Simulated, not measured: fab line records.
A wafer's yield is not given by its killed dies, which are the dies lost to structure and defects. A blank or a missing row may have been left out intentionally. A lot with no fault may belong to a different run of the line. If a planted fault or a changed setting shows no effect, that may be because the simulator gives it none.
A struck lot beside a sound one | flow rit_cmos | 15 out of 202 route steps
Sound: these wafers, L644.3, L644.4, L644.5. Wafers struck: L653.2, L653.3, L653.6. Last of all comes the cause.
For every step that has rows: the tool of each side, followed by ch and its chambers, followed by its first start. Under that, the readings that differ: sound wafers | struck wafers | difference of the means | sigmas: that difference in standard deviations of wafers without a fault.
alike: a reading whose means differ by less than 2 such deviations, as well as words and numbers matching on both sides. not compared: withheld readings; readings where some wafer has no value; bounds like >300 that might hide an equal value; numbers whose values overlap and for which the record gives no deviation.
The two part at a step that has a row with sigmas, a row that says differs or no value, or rows on one side only. Numbers that have no deviation but don't overlap get no sigmas and don't part them. Lack of a reading on every wafer of one side parts them only where that side has two or more wafers.

RIT_M1_SPUTTER_00: material Al, target thk 400 nm, time 500 s.
  sound on pvd_sputter-03 at day 5 12:55; struck on pvd_sputter-04 at day 7 08:27
  alike: throttle_valve_pct
RIT_M1_RS_MEAS_01: measures by four-point-probe.
  sound on film_metro-02 at day 5 13:14; struck on film_metro-04 at day 7 08:46
  alike: M1_AL_RS
RIT_M1_THK_MEAS_02: measures by xrf.
  sound on film_metro-02 at day 5 13:20; struck on film_metro-04 at day 7 08:53
  reading        | sound       | struck      | difference | sigmas
  M1_AL_THK (nm) | 393 396 394 | 407 406 404 | +11        | +2
then, 6 steps without rows for these wafers: RIT_M1_HMDS_03 (prime time 60 s); RIT_M1_COAT_04 (resist thk 1300 nm); RIT_M1_SOFTBAKE_05 (time 60 s); RIT_M1_EXPOSE_06 (exposes mask M12, target cd 2600 nm); RIT_M1_PEB_07; RIT_M1_DEVELOP_08 (develop time 68 s).
RIT_M1_CD_MEAS_09 targets a cd of 2600 nm.
  sound on cd_sem-02 at day 5 14:18; struck on cd_sem-01 at day 7 09:50
  alike: cd_nm
RIT_M1_OVL_MEAS_10:
  sound on overlay-02 at day 5 14:24; struck on overlay-02 at day 7 09:56
  alike: M1_OVL
then, 1 step without rows for these wafers: RIT_M1_HARDBAKE_11 (time 120 s).
RIT_M1_METAL_ETCH_12: etches Al in Cl2/BCl3, stops on SiO2, time 165 s, target depth 600 nm.
  sound on rie_metal-03 ch 0,1, day 5 14:43; struck on rie_metal-03 ch 0, day 7 10:13
  reading                                 | sound             | struck                  | difference | sigmas
  over_etch_frac                          | 0.5 0.5 0.5       | 0.65677 0.65677 0.65677 | +0.15677   |
  model.NOVOLAK_of_M1_COAT_04.thk_nm (nm) | 802.2 815.3 803.5 | 767.6 764.4 769.4       | -39.9      |
  alike: drypump_motor_current_A, oes_product_au, throttle_valve_pct
  not compared: rf_hours_counter_h
then, 1 step without rows for these wafers: RIT_M1_STRIP_13 (strips in nmp, time 600 s).
RIT_M1_PROBE_99:
  sound on prober-01 at day 5 17:02; struck on prober-01 at day 7 12:31
  reading               | sound       | struck      | difference | sigmas
  sort_bin_6_memory (%) | 1.9 2.3 2.7 | 0.8 0.4 0.8 | -1.6       | -2
  alike: defect_limited_yield, killed_at_M0_to_M3, killed_at_contacts, killed_at_front_end, killed_dies, killed_open, killed_short, sort_bin_3_pad_short, sort_bin_5_function, sort_n_pass, sort_yield_pct

## WHERE THEY PART
Earliest at RIT_M1_THK_MEAS_02; latest, in this record, at RIT_M1_PROBE_99.

WHY: the cause the simulator had injected
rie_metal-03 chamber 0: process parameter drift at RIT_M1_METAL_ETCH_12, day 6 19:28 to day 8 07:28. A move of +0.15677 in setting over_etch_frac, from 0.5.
